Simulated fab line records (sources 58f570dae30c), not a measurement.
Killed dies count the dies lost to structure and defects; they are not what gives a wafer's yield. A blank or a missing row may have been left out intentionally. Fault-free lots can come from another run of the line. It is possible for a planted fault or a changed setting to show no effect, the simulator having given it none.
Which tool did it? / flow berkeley cmos170 / 14 lots, 38 wafers sampled, at 4 steps of a route of 331

== WHAT THE GAUGES SHOWED, per wafer ==
UCB170_PSD_OVL_MEAS_07. Usual: for PSD_OVL the level is 4 nm and the standard deviation is 6.2.
lot=L139; measured=day 6 10:36; on=overlay-02; PSD_OVL (nm)=-4 -1 6; flag=
lot=L142; measured=day 6 22:44; on=overlay-01; PSD_OVL (nm)=0 6 9; flag=
lot=L141; measured=day 6 22:48; on=overlay-02; PSD_OVL (nm)=7 5 9; flag=
lot=L140; measured=day 6 23:02; on=overlay-01; PSD_OVL (nm)=-2 -2 -5; flag=
lot=L143; measured=day 7 14:00; on=overlay-02; PSD_OVL (nm)=3 -7 1; flag=
lot=L145; measured=day 8 01:47; on=overlay-02; PSD_OVL (nm)=10 -3 5; flag=
lot=L146; measured=day 8 09:19; on=overlay-01; PSD_OVL (nm)=7 7 11; flag=
lot=L151; measured=day 8 19:38; on=overlay-02; PSD_OVL (nm)=1 1 1; flag=
lot=L150; measured=day 8 20:11; on=overlay-02; PSD_OVL (nm)=1 -8 0; flag=
lot=L155; measured=day 10 00:57; on=overlay-02; PSD_OVL (nm)=2 -1 5; flag=
lot=L154; measured=day 10 01:04; on=overlay-01; PSD_OVL (nm)=7 9 2; flag=
lot=L157; measured=day 10 11:47; on=overlay-01; PSD_OVL (nm)=5; flag=
lot=L160; measured=day 11 08:23; on=overlay-02; PSD_OVL (nm)=6; flag=
lot=L162; measured=day 11 16:10; on=overlay-01; PSD_OVL (nm)=9 -4 -2; flag=

UCB170_NSD_OVL_MEAS_07. Usual: for NSD_OVL the level is 1 nm and the standard deviation is 4.5.
lot=L139; measured=day 6 13:16; on=overlay-01; NSD_OVL (nm)=0 -2 11; flag=
lot=L142; measured=day 7 00:13; on=overlay-01; NSD_OVL (nm)=-2 -3 1; flag=
lot=L141; measured=day 7 00:28; on=overlay-01; NSD_OVL (nm)=4 -1 4; flag=
lot=L140; measured=day 7 00:34; on=overlay-02; NSD_OVL (nm)=-6 -6 -3; flag=
lot=L143; measured=day 7 16:11; on=overlay-02; NSD_OVL (nm)=2 -2 -6; flag=
lot=L145; measured=day 8 03:34; on=overlay-01; NSD_OVL (nm)=1 2 -3; flag=
lot=L146; measured=day 8 10:56; on=overlay-02; NSD_OVL (nm)=3 11 8; flag=
lot=L151; measured=day 8 21:38; on=overlay-02; NSD_OVL (nm)=6 7 4; flag=
lot=L150; measured=day 8 22:12; on=overlay-02; NSD_OVL (nm)=-5 -6 -5; flag=
lot=L155; measured=day 10 02:49; on=overlay-01; NSD_OVL (nm)=1 1 4; flag=
lot=L154; measured=day 10 03:00; on=overlay-02; NSD_OVL (nm)=0 5 1; flag=
lot=L157; measured=day 10 13:16; on=overlay-02; NSD_OVL (nm)=3; flag=
lot=L160; measured=day 11 10:08; on=overlay-02; NSD_OVL (nm)=-1; flag=
lot=L162; measured=day 11 20:13; on=overlay-01; NSD_OVL (nm)=-4 3 -6; flag=

UCB170_M1_CD_MEAS_90: target cd 700 nm. Usual: cd nm reads 701.9 nm (standard deviation 2.8).
lot=L139; measured=day 7 00:29; on=cd sem-02; cd nm (nm)=702.1 699.6 701.5; flag=
lot=L142; measured=day 7 08:50; on=cd sem-02; cd nm (nm)=704.0 703.1 700.0; flag=
lot=L141; measured=day 7 09:17; on=cd sem-01; cd nm (nm)=702.7 698.8 699.9; flag=
lot=L140; measured=day 7 10:23; on=cd sem-02; cd nm (nm)=705.2 704.9 704.3; flag=
lot=L143; measured=day 8 01:26; on=cd sem-02; cd nm (nm)=699.5 698.8 700.7; flag=
lot=L145; measured=day 8 12:02; on=cd sem-02; cd nm (nm)=704.5 703.2 702.1; flag=
lot=L146; measured=day 8 19:41; on=cd sem-01; cd nm (nm)=700.2 698.7 701.2; flag=
lot=L151; measured=day 9 08:16; on=cd sem-01; cd nm (nm)=706.6 701.3 698.3; flag=
lot=L150; measured=day 9 08:26; on=cd sem-02; cd nm (nm)=697.3 701.2 696.8; flag=
lot=L155; measured=day 10 11:45; on=cd sem-02; cd nm (nm)=700.8 703.4 701.8; flag=
lot=L154; measured=day 10 12:43; on=cd sem-01; cd nm (nm)=700.1 699.9 698.2; flag=
lot=L157; measured=day 11 01:26; on=cd sem-01; cd nm (nm)=715.2; flag=OFF
lot=L160; measured=day 11 20:16; on=cd sem-01; cd nm (nm)=714.3; flag=OFF
lot=L162; measured=day 12 06:12; on=cd sem-01; cd nm (nm)=705.9 705.1 705.0; flag=

== TOOL THAT RAN EACH LOT (tool first, then ch and the chambers of the sampled wafers, then the start) ==
lot=L139; UCB170_M1_METAL_ETCH_12=rie metal-04 ch 0,1, day 7 00:14
lot=L142; UCB170_M1_METAL_ETCH_12=rie metal-04 ch 0,1, day 7 08:35
lot=L141; UCB170_M1_METAL_ETCH_12=rie metal-01 ch 1, day 7 08:58
lot=L140; UCB170_M1_METAL_ETCH_12=rie metal-02 ch 1, day 7 10:10
lot=L143; UCB170_M1_METAL_ETCH_12=rie metal-01 ch 1, day 8 01:11
lot=L145; UCB170_M1_METAL_ETCH_12=rie metal-04 ch 0,1, day 8 11:49
lot=L146; UCB170_M1_METAL_ETCH_12=rie metal-02 ch 0,1, day 8 19:26
lot=L151; UCB170_M1_METAL_ETCH_12=rie metal-02 ch 0,1, day 9 08:02
lot=L150; UCB170_M1_METAL_ETCH_12=rie metal-01 ch 0,1, day 9 08:12
lot=L155; UCB170_M1_METAL_ETCH_12=rie metal-04 ch 0,1, day 10 11:29
lot=L154; UCB170_M1_METAL_ETCH_12=rie metal-01 ch 0,1, day 10 12:29
lot=L157; UCB170_M1_METAL_ETCH_12=rie metal-04 ch 1, day 11 01:11
lot=L160; UCB170_M1_METAL_ETCH_12=rie metal-04 ch 1, day 11 20:02
lot=L162; UCB170_M1_METAL_ETCH_12=rie metal-02 ch 0, day 12 05:57
- UCB170_M1_METAL_ETCH_12: etches Al in Cl2/BCl3, stops on PSG, target depth 780 nm, time 130 s.

== AS READ BY THE TOOLS THEMSELVES (means over the sampled wafers that have a number; for cases with no such wafer, the mark the record gives instead) ==
UCB170_M1_METAL_ETCH_12. Usual: drypump motor current A 5.73 A, standard deviation 0.27; oes product au 0.854 a.u., standard deviation 0.011; run length s 158.4 s, standard deviation 0.39; throttle valve pct 24.52 %, standard deviation 0.18.
lot=L139; tool=rie metal-04; drypump motor current A (A)=5.47; oes product au (a.u.)=0.863; run length s (s)=158.3; throttle valve pct (%)=24.48; flag=
lot=L142; tool=rie metal-04; drypump motor current A (A)=5.50; oes product au (a.u.)=0.864; run length s (s)=158.5; throttle valve pct (%)=24.48; flag=
lot=L141; tool=rie metal-01; drypump motor current A (A)=6.18; oes product au (a.u.)=0.834; run length s (s)=157.8; throttle valve pct (%)=24.32; flag=
lot=L140; tool=rie metal-02; drypump motor current A (A)=5.85; oes product au (a.u.)=0.860; run length s (s)=158.4; throttle valve pct (%)=24.32; flag=
lot=L143; tool=rie metal-01; drypump motor current A (A)=6.20; oes product au (a.u.)=0.839; run length s (s)=157.8; throttle valve pct (%)=24.32; flag=
lot=L145; tool=rie metal-04; drypump motor current A (A)=5.45; oes product au (a.u.)=0.865; run length s (s)=158.0; throttle valve pct (%)=24.55; flag=
lot=L146; tool=rie metal-02; drypump motor current A (A)=5.90; oes product au (a.u.)=0.851; run length s (s)=158.6; throttle valve pct (%)=24.44; flag=
lot=L151; tool=rie metal-02; drypump motor current A (A)=5.97; oes product au (a.u.)=0.845; run length s (s)=158.8; throttle valve pct (%)=24.57; flag=
lot=L150; tool=rie metal-01; drypump motor current A (A)=5.92; oes product au (a.u.)=0.845; run length s (s)=158.6; throttle valve pct (%)=24.66; flag=
lot=L155; tool=rie metal-04; drypump motor current A (A)=5.48; oes product au (a.u.)=0.866; run length s (s)=158.3; throttle valve pct (%)=24.49; flag=
lot=L154; tool=rie metal-01; drypump motor current A (A)=5.87; oes product au (a.u.)=0.828; run length s (s)=158.7; throttle valve pct (%)=24.67; flag=
lot=L157; tool=rie metal-04; drypump motor current A (A)=5.41; oes product au (a.u.)=1.002; run length s (s)=101.0; throttle valve pct (%)=24.55; flag=OFF
lot=L160; tool=rie metal-04; drypump motor current A (A)=5.43; oes product au (a.u.)=0.983; run length s (s)=100.2; throttle valve pct (%)=24.56; flag=OFF
lot=L162; tool=rie metal-02; drypump motor current A (A)=5.98; oes product au (a.u.)=0.853; run length s (s)=158.4; throttle valve pct (%)=24.82; flag=

== THE ANSWER, worked out from the rows above alone ==
Rule: a lot counts as off when the mean over its wafers that have a number is more than 3 standard deviations away from the usual mean. Also off: a lot with no number at a reading for which 4 or more lots have one. Where the step has rows for the other lots, those lots are counted as sound. First the gauges in route order, then the tools' own readings, where a lot's mean is used as printed above. The first step at which some lot is off is used, and at that step the reading that is off furthest; a lot without a number counts as furthest.
Off: L157, L160 (UCB170_M1_CD_MEAS_90, cd nm).
A tool fits if, at a process step before that reading, it ran every lot that is off, and no sound lot after the first of them. The gauges at UCB170_M1_CD_MEAS_90 aren't tried: what is off there is off at UCB170_M1_METAL_ETCH_12 too, on other tools, and a gauge's error can't cause that. One candidate fits, namely rie metal-04 at UCB170_M1_METAL_ETCH_12. A fault onset in the window from L155 (day 10 11:29, its last sound lot) to L157 (day 11 01:11, its first lot off) fits.
The tool's own readings at UCB170_M1_METAL_ETCH_12 bear it out: on the lots that are off they differ by more than 5 times the standard deviation of the sound lots' means. oes product au reads 0.992 a.u. there against 0.851 a.u. on the sound lots; run length s reads 100.6 s there against 158.3 s on the sound lots.

== WHAT HAD BEEN PUT IN BY THE SIMULATOR ==
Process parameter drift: rie metal-04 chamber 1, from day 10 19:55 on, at UCB170_M1_METAL_ETCH_12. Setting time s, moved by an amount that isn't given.
Struck lots among those shown: L157, L160. This agrees with what the rule above found.
